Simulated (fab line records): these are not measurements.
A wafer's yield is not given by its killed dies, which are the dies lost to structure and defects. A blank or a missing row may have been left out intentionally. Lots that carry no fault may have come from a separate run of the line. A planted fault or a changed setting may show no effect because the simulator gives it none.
A struck lot beside a sound one ; flow ritCmos ; 44 out of 202 route steps
Sound: wafers L608.1, L608.4, L608.5. Wafers struck: L622.1, L622.3, L622.6. At the end, the cause is stated.
At each step with rows: each side's tool, then ch and its chambers, then its first start. Under that, the readings that differ: sound wafers ; struck wafers ; difference of the means ; sigmas: that difference in standard deviations of wafers without a fault.
alike: readings whose means differ by less than 2 such deviations, and words and numbers that are the same on both sides. not compared: withheld readings, readings that some wafer has no value for, bounds like >300 that may hide the same value, and numbers for which the record gives no deviation and whose values overlap.
A row with sigmas, a row that says differs or no value, or rows on one side alone: a step with any of these is where the two part. Non-overlapping numbers with no deviation appear without sigmas and do not part them. A reading that every wafer of one side lacks parts them only if that side has two wafers or more.

first, 4 steps without rows for these wafers: RIT_PLDD_SOFTBAKE_02 (time 60 s); RIT_PLDD_EXPOSE_03 (exposes mask M8, target cd 40900 nm); RIT_PLDD_PEB_04; RIT_PLDD_DEVELOP_05 (develop time 50 s).
RIT_PLDD_OVL_MEAS_06:
  sound on overlay-01, day 3 15:26; struck on overlay-01, day 6 10:43
  alike: PLDD_OVL
then, 2 steps without rows for these wafers: RIT_PLDD_HARDBAKE_07 (time 60 s); RIT_PLDD_IMPLANT_08.
RIT_PLDD_STRIP_09: strips in O2, time 180 s.
  sound on plasmaAsher-02 ch 0,1, day 3 15:46; struck on plasmaAsher-03 ch 0,1, day 6 11:17
  alike: drypumpMotorCurrentA
  not compared: rfHoursCounterH
RIT_PLDD_TW_MEAS_10:
  sound on filmMetro-03, day 3 15:57; struck on filmMetro-02, day 6 11:28
  alike: PLDD_TW
then, 3 steps without rows for these wafers: RIT_SPACER_CLEAN_00 (cleans in SC1, time 600 s); RIT_SPACER_CLEAN_01 (cleans in dHF, time 30 s); RIT_SPACER_CLEAN_02 (cleans in SC2, time 600 s).
RIT_SPACER_CVD_03: deposits Si3N4 from SiH2Cl2/NH3, target thk 250 nm, time 3300 s.
  sound on lpcvd-02 ch 0, day 3 16:23; struck on lpcvd-01 ch 1, day 6 11:55
reading;sound;struck;difference;sigmas
model.Si3N4_of_SPACER_CVD_03.thkNm (nm);245.4 245.2 247.2;272.1 272.3 273.9;+26.8;
RIT_SPACER_THK_MEAS_04:
  sound on filmMetro-02, day 3 18:19; struck on filmMetro-02, day 6 13:50
reading;sound;struck;difference;sigmas
SPACER_NITRIDE_THK (nm);245.5 245.4 247.1;272.2 272.2 273.8;+26.7;+11
RIT_SPACER_ETCHBACK_05: etches Si3N4 in SF6/CHF3, stops on SiO2, target depth 250 nm, time 240 s.
  sound on rieDiel-02 ch 0,1,2, day 3 18:22; struck on rieDiel-04 ch 0,2,3, day 6 13:53
reading;sound;struck;difference;sigmas
oesProductAu (a.u.);0.824 0.833 0.852;0.887 0.903 0.926;+0.069;+5
model.etch.depthNm (nm);245.4 245.2 247.2;272.1 272.3 273.9;+26.8;
  alike: drypumpMotorCurrentA, throttleValvePct
  not compared: rfHoursCounterH
then, 6 steps without rows for these wafers: RIT_NSD_HMDS_00 (prime time 60 s); RIT_NSD_COAT_01 (resist thk 1000 nm); RIT_NSD_SOFTBAKE_02 (time 60 s); RIT_NSD_EXPOSE_03 (exposes mask M9, target cd 40700 nm); RIT_NSD_PEB_04; RIT_NSD_DEVELOP_05 (develop time 50 s).
RIT_NSD_OVL_MEAS_06:
  sound on overlay-01, day 3 19:29; struck on overlay-02, day 6 15:01
  alike: NSD_OVL
then, 2 steps without rows for these wafers: RIT_NSD_HARDBAKE_07 (time 60 s); RIT_NSD_IMPLANT_08.
RIT_NSD_STRIP_09: strips in O2, time 180 s.
  sound on plasmaAsher-01 ch 0,1, day 3 19:50; struck on plasmaAsher-01 ch 0,1, day 6 15:21
  alike: drypumpMotorCurrentA
  not compared: rfHoursCounterH
RIT_NSD_TW_MEAS_10:
  sound on filmMetro-02, day 3 20:01; struck on filmMetro-04, day 6 15:31
  alike: NSD_TW
then, 6 steps without rows for these wafers: RIT_PSD_HMDS_00 (prime time 60 s); RIT_PSD_COAT_01 (resist thk 1000 nm); RIT_PSD_SOFTBAKE_02 (time 60 s); RIT_PSD_EXPOSE_03 (exposes mask M10, target cd 40900 nm); RIT_PSD_PEB_04; RIT_PSD_DEVELOP_05 (develop time 50 s).
RIT_PSD_OVL_MEAS_06:
  sound on overlay-02, day 3 20:55; struck on overlay-02, day 6 16:31
  alike: PSD_OVL
then, 2 steps without rows for these wafers: RIT_PSD_HARDBAKE_07 (time 60 s); RIT_PSD_IMPLANT_08.
RIT_PSD_STRIP_09: strips in O2, time 180 s.
  sound on plasmaAsher-04 ch 0,1, day 3 21:15; struck on plasmaAsher-01 ch 0,1, day 6 16:50
  alike: drypumpMotorCurrentA
  not compared: rfHoursCounterH
RIT_PSD_TW_MEAS_10:
  sound on filmMetro-03, day 3 21:26; struck on filmMetro-03, day 6 17:01
  alike: PSD_TW
then, 3 steps without rows for these wafers: RIT_SDANNEAL_CLEAN_00 (cleans in SC1, time 600 s); RIT_SDANNEAL_CLEAN_01 (cleans in dHF, time 30 s); RIT_SDANNEAL_CLEAN_02 (cleans in SC2, time 600 s).
RIT_SDANNEAL_RTA_03: time 5 s.
  sound on rtpAnneal-01 ch 0, day 3 21:53; struck on rtpAnneal-02 ch 0, day 6 17:32
  alike: chamberO2Ppm, wafer_temp_C_max
RIT_SDANNEAL_RS_MEAS_04: uses a four-point probe to measure.
  sound on filmMetro-03, day 3 21:56; struck on filmMetro-03, day 6 17:35
  alike: PSD_RS
RIT_SILICIDE_WET_ETCH_00: etches SiO2 in BOE, target depth 14 nm, time 15 s.
  sound on wetBench-04 ch 1, day 3 22:25; struck on wetBench-02 ch 1, day 6 18:04
reading;sound;struck;difference;sigmas
model.Si3N4_of_SPACER_CVD_03.thkNm (nm);191.5 191.5 193.9;210.9 212.1 214.5;+20.2;
  alike: tempC
RIT_M1_PROBE_99:
  sound on prober-01, day 4 05:34; struck on prober-01, day 7 01:59
reading;sound;struck;difference;sigmas
model.etest.pplusSal.widthNm (nm);3454 3437 3435;3378 3390 3375;-61;
model.etest.nplusSal.widthNm (nm);3453 3430 3444;3385 3368 3365;-70;
model.etest.pwellPinched.rsOhmSq;467.8 468 462.9;449.8 450.8 445.3;-17.6;
model.etest.nwellPinched.rsOhmSq;338.1 338.8 334.9;327.4 323.5 321.3;-13.2;
model.etest.diodePplusNwell.bvV (V);6.633 6.601 6.583;6.519 6.516 6.406;-0.125;
model.etest.nmos_0p15.toxInvNm (nm);4.445 4.454 4.457;4.656 4.704 4.729;+0.244;
model.etest.diodeNplusComb.cjFfUm2;2.655 2.661 2.622;2.558 2.505 2.444;-0.144;
  alike: killedAtContacts, killedAtFrontEnd, killedDies, killedOpen, killedShort
  not compared: model.etest.contactNplus.endOhmUm

WHERE THEY PART
Last at RIT_SPACER_ETCHBACK_05 as far as this record goes, first at RIT_SPACER_THK_MEAS_04. Later steps at which nothing parts them and some readings are alike: RIT_NSD_OVL_MEAS_06, RIT_NSD_STRIP_09, RIT_NSD_TW_MEAS_10, RIT_PSD_OVL_MEAS_06, RIT_PSD_STRIP_09, RIT_PSD_TW_MEAS_10, RIT_SDANNEAL_RTA_03, RIT_SDANNEAL_RS_MEAS_04, RIT_SILICIDE_WET_ETCH_00, RIT_M1_PROBE_99.

WHY: what had been put in by the simulator
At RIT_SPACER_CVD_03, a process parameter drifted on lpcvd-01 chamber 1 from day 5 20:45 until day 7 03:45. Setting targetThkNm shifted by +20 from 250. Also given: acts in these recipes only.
